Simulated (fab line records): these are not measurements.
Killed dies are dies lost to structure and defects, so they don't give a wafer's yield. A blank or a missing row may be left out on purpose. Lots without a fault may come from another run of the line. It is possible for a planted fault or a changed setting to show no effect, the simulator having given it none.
fab line records    flow berkeleyCmos170
record: lots: 14  wafers: 42  lastDay: 11
route steps=331 shown ACTIVE@62 SPACER@172 PSD@184 V2@307
lots untouched by any fault: they come from a run of this same line in which no faults occurred
startH: hours from the record's opening day to when the first of the lot's shown wafers began    waitH: time in hours since the lot's previous step    " same as the row above    L1.1+2: several wafers, shown together as one row    - no value, or no start was given    * or withheld: withheld    < > ~ a bound
route shown NAME@n: names a module that has steps shown in the file, with the first one's number in the route    usual: average and standard deviation across the fault-free wafers    same: alike in all rows    chamber/n: place in a boat    sites: readings site by site    _std_site: how widely they spread, as a standard deviation    _edge_site: inner sites' mean taken away from outer sites' mean    radiusMm: for every site, how far away it sits from the centre of the wafer    mask NAME#n: copy n    behind: the last tool/chamber to shape the wafer    hold: what put the lot on hold/how long, in hours/how the hold closed    device: whichever transistor did not switch (one of n, p or np)    end of line: the route-end tests of the same wafers    a step given without rows: its recipe and nothing more    killed: count of dies lost to structure and defects at first sort (not the wafer's yield)    map: shows each die of a wafer: x if killed, . if not, _ if none is there
set.NAME: the setting the step ran with; set.NAME@STEP: the setting that earlier step ran with    model.NAME: the simulator's own value behind a step, which no gauge read
steps of the route over a sample of lots; a table a step, a row a wafer
services: when a tool's chamber went out of use (startH, in hours from the record's first day, below 0 if earlier), for how many hours, and the reason
== steps ==
step: UCB170_ACTIVE_OXIDATION_02
recipe: tempC: 1000  ambient: O2  targetThkA: 264  oxTimeS: 1260
usual: oxTempC: 999.9/0.47  oxTempCMax: 1005.4/1.6  tube_center_temp_C_max: 1002.5/0.39  zonePowerLoadPct: 31.6/2.3  zonePowerSourcePct: 30.8/3
lot.wafer  tool        chamber  startH  waitH  oxTempC  oxTempCMax  tube_center_temp_C_max  zonePowerLoadPct  zonePowerSourcePct
L285.1     furnace-02  0        68.96   1.0    1000.4   1002.9      1002.5                  28.4              28.3
L285.2     "           0        "       "      999.8    1002.7      1002.1                  28.0              28.3
L285.6     "           0        "       "      999.6    1002.2      1002.6                  27.6              28.7
L287.1     furnace-02  0        81.44   1.0    1000.1   1003.0      1002.5                  28.3              29.0
L287.2     "           0        "       "      999.4    1002.1      1001.8                  28.1              29.1
L287.3     "           0        "       "      1000.0   1002.8      1002.8                  28.4              28.4
L288.2     furnace-02  0        81.44   4.9    1000.6   1003.6      1002.0                  27.8              28.9
L288.5     "           0        "       "      999.8    1003.3      1003.7                  28.2              28.8
L288.6     "           0        "       "      999.6    1002.4      1002.2                  28.0              28.9
L289.1     furnace-02  0        96.66   2.5    1000.4   1003.7      1002.4                  27.8              28.4
L289.4     "           0        "       "      1000.7   1004.1      1002.4                  28.2              28.8
L289.6     "           0        "       "      1000.4   1003.4      1002.6                  27.8              28.7
L291.1     furnace-03  0        106.90  2.7    1000.0   1006.9      1002.3                  31.3              28.7
L291.5     "           0        "       "      999.4    1005.1      1002.0                  31.4              29.1
L291.6     "           0        "       "      999.9    1004.7      1002.6                  31.4              28.5
L292.2     furnace-03  0        106.90  2.7    999.2    1005.2      1002.4                  32.3              28.9
L292.3     "           0        "       "      999.4    1006.0      1002.3                  31.7              29.1
L292.6     "           0        "       "      999.8    1005.0      1002.3                  31.8              29.2
L294.1     furnace-03  0        106.90  2.7    999.3    1004.3      1002.4                  31.7              28.7
L294.2     "           0        "       "      1000.0   1006.5      1002.1                  31.6              29.0
L294.6     "           0        "       "      1000.2   1005.7      1002.7                  32.2              28.8
L293.1     furnace-04  0        112.20  2.4    1000.2   1005.8      1003.2                  34.1              36.1
L293.3     "           0        "       "      999.4    1004.5      1002.2                  34.8              36.1
L293.4     "           0        "       "      999.7    1005.9      1002.4                  33.9              36.1
L295.1     furnace-03  0        117.85  3.2    1000.5   1007.7      1001.9                  31.9              29.1
L295.5     "           0        "       "      1000.8   1007.5      1002.4                  31.4              29.0
L295.6     "           0        "       "      1000.3   1006.3      1001.9                  31.3              28.3
L298.2     furnace-02  -        136.72  2.1    -        -           -                       -                 -
L298.3     "           -        "       "      -        -           -                       -                 -
L298.6     "           -        "       "      -        -           -                       -                 -
L299.1     furnace-03  -        147.45  2.1    -        -           -                       -                 -
L299.4     "           -        "       "      -        -           -                       -                 -
L299.6     "           -        "       "      -        -           -                       -                 -
L304.2     furnace-04  0        160.10  0.9    999.6    1006.2      1002.5                  33.9              36.0
L304.3     "           0        "       "      999.9    1005.1      1002.5                  34.4              35.6
L304.5     "           0        "       "      999.6    1007.5      1002.9                  35.0              35.0
L307.3     furnace-04  0        171.15  3.1    1000.5   1006.4      1003.2                  34.3              35.4
L307.4     "           0        "       "      1000.8   1007.3      1002.2                  34.4              35.6
L307.6     "           0        "       "      999.6    1005.5      1002.0                  34.9              34.7
L308.1     furnace-03  0        179.88  3.8    1000.8   1008.3      1003.3                  31.9              28.8
L308.3     "           0        "       "      1000.2   1006.9      1002.5                  31.8              29.3
L308.4     "           0        "       "      1000.6   1006.4      1002.3                  31.6              29.6
step: UCB170_SPACER_THK_MEAS_01
recipe: reads: SiO2_of_SPACER_CVD_00
usual: SPACER_TEOS_THK: 376/5.6
lot.wafer  tool          chamber  startH  waitH  SPACER_TEOS_THK[nm]
L285.1     filmMetro-01  -        125.38  0.0    377
L285.2     "             -        "       "      383
L285.6     "             -        "       "      388
L287.1     filmMetro-04  -        139.28  0.0    368
L287.2     "             -        "       "      376
L287.3     "             -        "       "      375
L288.2     filmMetro-01  -        139.65  0.0    382
L288.5     "             -        "       "      386
L288.6     "             -        "       "      388
L289.1     filmMetro-01  -        154.15  0.0    369
L289.4     "             -        "       "      372
L289.6     "             -        "       "      371
L291.1     filmMetro-04  -        168.36  0.0    368
L291.5     "             -        "       "      380
L291.6     "             -        "       "      379
L294.1     filmMetro-02  -        169.81  0.0    374
L294.2     "             -        "       "      375
L294.6     "             -        "       "      382
L292.2     filmMetro-04  -        170.00  0.0    366
L292.3     "             -        "       "      367
L292.6     "             -        "       "      368
L293.1     filmMetro-01  -        170.16  0.0    371
L293.3     "             -        "       "      370
L293.4     "             -        "       "      371
L295.1     filmMetro-02  -        177.36  0.0    372
L295.5     "             -        "       "      379
L295.6     "             -        "       "      382
L304.2     filmMetro-01  -        216.25  0.0    373
L304.3     "             -        "       "      373
L304.5     "             -        "       "      380
L307.3     filmMetro-01  -        232.67  0.0    382
L307.4     "             -        "       "      384
L307.6     "             -        "       "      386
L308.1     filmMetro-04  -        237.99  0.0    375
L308.3     "             -        "       "      373
L308.4     "             -        "       "      382
step: UCB170_PSD_STRIP_09
recipe: chemistry: O2  powerW: 400  pressureMtorr: 3500  platenTempC: withheld  o2FlowSccm: 400  overashFraction: 0.5
usual: drypumpMotorCurrentA: 5.6/0.38  oesProductAu: 0.600/0.0041  stripTimeToEndpointS: 29.41/0.064
lot.wafer  tool            chamber  startH  waitH  drypumpMotorCurrentA  oesProductAu  rfHoursCounterH  stripTimeToEndpointS
L285.1     plasmaAsher-03  0        129.69  0.1    5.9                   0.600         36               29.50
L285.2     "               1        "       "      5.2                   0.602         36               29.37
L285.6     "               1        "       "      5.1                   0.596         -                29.41
L287.1     plasmaAsher-01  0        145.91  0.1    5.1                   0.602         42               29.46
L287.2     "               1        "       "      5.8                   0.594         42               29.44
L287.3     "               0        "       "      5.1                   0.602         -                29.44
L288.2     plasmaAsher-02  0        146.20  0.1    5.9                   0.604         44               29.42
L288.5     "               1        "       "      6.0                   0.596         -                29.33
L288.6     "               0        "       "      5.9                   0.604         -                29.38
L289.1     plasmaAsher-03  1        159.10  0.1    5.2                   0.600         39               29.38
L289.4     "               0        "       "      5.9                   0.601         -                29.42
L289.6     "               1        "       "      5.2                   0.607         -                29.45
L291.1     plasmaAsher-02  1        174.06  0.1    6.0                   0.596         47               29.43
L291.5     "               0        "       "      5.9                   0.598         -                29.45
L291.6     "               1        "       "      6.0                   0.593         -                29.43
L294.1     plasmaAsher-03  0        174.18  0.1    5.9                   0.600         41               29.49
L294.2     "               1        "       "      5.2                   0.600         41               29.49
L294.6     "               1        "       "      5.1                   0.603         -                29.45
L292.2     plasmaAsher-01  0        174.41  0.1    5.0                   0.604         46               29.44
L292.3     "               0        "       "      5.0                   0.596         -                29.34
L292.6     "               0        "       "      5.0                   0.599         -                29.45
L293.1     plasmaAsher-02  1        174.66  0.1    6.0                   0.600         47               29.30
L293.3     "               0        "       "      5.9                   0.602         -                29.37
L293.4     "               1        "       "      6.0                   0.598         -                29.38
L295.1     plasmaAsher-03  1        185.13  0.1    5.2                   0.600         42               29.45
L295.5     "               0        "       "      5.9                   0.596         -                29.48
L295.6     "               1        "       "      5.2                   0.594         -                29.45
L304.2     plasmaAsher-01  0        220.70  0.1    5.0                   0.601         51               29.32
L304.3     "               0        "       "      5.0                   0.602         -                29.37
L304.5     "               0        "       "      5.0                   0.600         -                29.32
L307.3     plasmaAsher-01  1        236.71  0.1    5.9                   0.604         -                29.39
L307.4     "               0        "       "      5.1                   0.596         -                29.35
L307.6     "               1        "       "      5.9                   0.601         -                29.33
L308.1     plasmaAsher-03  1        242.94  0.1    5.2                   0.605         49               29.41
L308.3     "               1        "       "      5.2                   0.605         -                29.27
L308.4     "               0        "       "      5.9                   0.595         -                29.41
step: UCB170_V2_STRIP_15
recipe: chemistry: O2  powerW: 400  pressureMtorr: 3500  platenTempC: withheld  o2FlowSccm: 400  overashFraction: 0.5
usual: drypumpMotorCurrentA: 5.65/0.29  oesProductAu: 0.721/0.0044  stripTimeToEndpointS: 15.59/0.16
lot.wafer  tool            chamber  startH  waitH  drypumpMotorCurrentA  oesProductAu  rfHoursCounterH  stripTimeToEndpointS
L285.1     plasmaAsher-02  0        156.12  0.1    5.86                  0.719         45               15.69
L285.2     "               1        "       "      6.01                  0.721         45               15.57
L285.6     "               1        "       "      5.95                  0.719         -                15.66
L288.2     plasmaAsher-03  0        176.59  0.1    5.88                  0.726         41               15.59
L288.5     "               1        "       "      5.16                  0.725         -                15.55
L288.6     "               0        "       "      5.88                  0.721         -                15.49
L287.1     plasmaAsher-02  0        176.71  0.1    5.88                  0.723         47               15.27
L287.2     "               1        "       "      6.01                  0.724         47               15.58
L287.3     "               0        "       "      5.85                  0.725         -                15.25
L289.1     plasmaAsher-02  1        184.16  0.1    6.04                  0.713         48               15.49
L289.4     "               0        "       "      5.88                  0.721         -                15.23
L289.6     "               0        "       "      5.87                  0.717         -                15.66
L291.1     plasmaAsher-02  1        196.58  0.1    6.01                  0.729         50               15.31
L291.5     "               1        "       "      6.00                  0.724         -                15.59
L291.6     "               0        "       "      5.87                  0.714         -                15.58
L292.2     plasmaAsher-03  1        197.04  0.1    5.17                  0.715         44               15.61
L292.3     "               1        "       "      5.17                  0.718         -                15.59
L292.6     "               1        "       "      5.12                  0.729         -                15.66
L293.1     plasmaAsher-02  1        197.14  0.1    5.98                  0.721         50               15.36
L293.3     "               1        "       "      6.02                  0.724         -                15.59
L293.4     "               0        "       "      5.85                  0.723         -                15.32
L294.1     plasmaAsher-04  0        201.84  0.1    5.43                  0.723         8                15.69
L294.2     "               1        "       "      5.37                  0.719         8                15.47
L294.6     "               0        "       "      5.47                  0.724         -                15.69
L295.1     plasmaAsher-02  1        215.59  0.1    6.02                  0.720         52               15.85
L295.5     "               0        "       "      5.88                  0.729         -                15.86
L295.6     "               1        "       "      6.03                  0.722         -                15.80
L304.2     plasmaAsher-04  0        254.18  0.1    5.44                  0.716         15               15.81
L304.3     "               0        "       "      5.46                  0.714         -                15.72
L304.5     "               0        "       "      5.43                  0.720         -                15.62
L307.3     plasmaAsher-03  0        265.21  0.1    5.84                  0.719         -                15.76
L307.4     "               1        "       "      5.15                  0.718         -                15.67
L307.6     "               1        "       "      5.15                  0.721         -                15.42
L308.1     plasmaAsher-04  1        268.61  0.1    5.38                  0.720         17               15.60
L308.3     "               0        "       "      5.46                  0.724         -                15.45
L308.4     "               1        "       "      5.38                  0.719         -                15.69
== services ==
tool            chamber  startH  hours  kind
furnace-02      -        48.81   3.5    pm
furnace-03      -        51.09   3.0    pm
plasmaAsher-01  -        75.13   1.6    repair
plasmaAsher-02  -        88.82   5.4    repair
plasmaAsher-04  -        108.75  9.0    pm
plasmaAsher-04  0        108.75  9.0    ventCycle
plasmaAsher-04  1        108.75  9.0    ventCycle
plasmaAsher-04  0        117.75  -      clean
plasmaAsher-04  1        117.75  -      clean
plasmaAsher-04  -        123.07  2.8    pm
plasmaAsher-04  -        132.69  1.2    repair
furnace-04      -        134.26  3.7    pm
plasmaAsher-03  -        159.38  0.9    repair
furnace-02      -        180.21  4.1    pm
furnace-03      -        184.08  3.0    pm
plasmaAsher-01  -        259.81  0.8    repair
== key ==
firstSign: step: UCB170_ACTIVE_OXIDATION_02  reading: toolRecord  direction: missing
effect none on later readings
metAt UCB170_ACTIVE_OXIDATION_02
struckLots L298,L299
laterRowsLeftOut L298.2,L298.3,L298.6,L299.1,L299.4,L299.6
sortLeftOut L298.2,L298.3,L298.6,L299.1,L299.4,L299.6
testerLeftOut L298,L299
notActingAt UCB170_SPACER_THK_MEAS_01,UCB170_PSD_STRIP_09,UCB170_V2_STRIP_15
onsetBetween 117.85 136.72
fault: kind: skippedStepWhole  tool: furnace-02,furnace-03  chamber: -  onsetH: 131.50  steps: UCB170_ACTIVE_OXIDATION_02  scope: struckLotsOnly
testerLeftOut: of these lots the tester's yield and bins aren't shown, on N5 and GAA mostly nor the transistor test; their killed dies are dies lost to structure and defects alone, not to doping, threshold or leakage, so they don't give the yield
sortLeftOut: the simulated sort isn't trusted on such a fault, so these wafers' sort isn't shown, and their yield isn't known
laterRowsLeftOut: the simulator's readings of these wafers behind a module that went badly wrong aren't trusted and aren't shown, but for the sort
